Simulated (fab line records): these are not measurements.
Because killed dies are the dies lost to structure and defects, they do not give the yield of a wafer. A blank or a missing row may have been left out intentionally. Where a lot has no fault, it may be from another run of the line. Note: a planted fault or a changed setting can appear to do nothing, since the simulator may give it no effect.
Which tool did it? / flow rit-cmos / 7 lots with 21 wafers sampled at 2 steps, on a route of 202 steps

== WHAT THE GAUGES READ, wafer by wafer ==
RIT_FOX2_THK_MEAS_01.
lot=L516; measured=day 1 23:28; on=film-metro-01; FOX2_OXIDE_THK (nm)=349 342 343
lot=L518; measured=day 2 09:32; on=film-metro-03; FOX2_OXIDE_THK (nm)=350 348 348
lot=L520; measured=day 2 20:52; on=film-metro-03; FOX2_OXIDE_THK (nm)=343 344 345
lot=L523; measured=day 3 11:46; on=film-metro-02; FOX2_OXIDE_THK (nm)=348 350 355
lot=L526; measured=day 4 02:46; on=film-metro-01; FOX2_OXIDE_THK (nm)=346 349 344
lot=L531; measured=day 5 02:51; on=film-metro-01; FOX2_OXIDE_THK (nm)=307 306 309
lot=L537; measured=day 6 10:07; on=film-metro-03; FOX2_OXIDE_THK (nm)=352 352 354

== EACH LOT AND THE TOOL THAT RAN IT (in order: tool; ch and the chambers of the sampled wafers; start) ==
lot=L516; RIT_FOX2_OXIDATION_00=furnace-04 ch 0, day 1 22:07
lot=L518; RIT_FOX2_OXIDATION_00=furnace-01 ch 0, day 2 08:14
lot=L520; RIT_FOX2_OXIDATION_00=furnace-01 ch 0, day 2 19:32
lot=L523; RIT_FOX2_OXIDATION_00=furnace-02 ch 0, day 3 10:26
lot=L526; RIT_FOX2_OXIDATION_00=furnace-04 ch 0, day 4 01:26
lot=L531; RIT_FOX2_OXIDATION_00=furnace-02 ch 0, day 5 01:32
lot=L537; RIT_FOX2_OXIDATION_00=furnace-04 ch 0, day 6 08:49
- RIT_FOX2_OXIDATION_00: target thk 350.7 nm, ox time 1130 s.

== THE ANSWER, worked out from the rows above alone ==
Rule: the lots themselves supply what counts as usual. The widest of any qualifying gaps counts: lots, ordered by their means at a reading, are off when they make up no more than a third of the lots, leave a main group of 4 or more, and stand apart from it by 3 or more times the standard deviation of that group's means. A main group is skipped when, at the precision printed for the reading in the tables above, its means are all equal. Also off: a lot with no number at a reading for which 4 or more lots have one. Any other lot the step has rows for is counted as sound.
Off: at RIT_FOX2_THK_MEAS_01 (FOX2_OXIDE_THK), L531. Main group: mean 348 nm, sd 3.2.
A tool fits if, at a process step before that reading, it ran every lot that is off, and no sound lot after the first of them. Those tools and the gauges at RIT_FOX2_THK_MEAS_01 are tried in the same way. 2 tools fit, furnace-02 at RIT_FOX2_OXIDATION_00 and film-metro-01 at RIT_FOX2_THK_MEAS_01, so this cannot tell which one it is.

== WHAT HAD BEEN PUT IN BY THE SIMULATOR ==
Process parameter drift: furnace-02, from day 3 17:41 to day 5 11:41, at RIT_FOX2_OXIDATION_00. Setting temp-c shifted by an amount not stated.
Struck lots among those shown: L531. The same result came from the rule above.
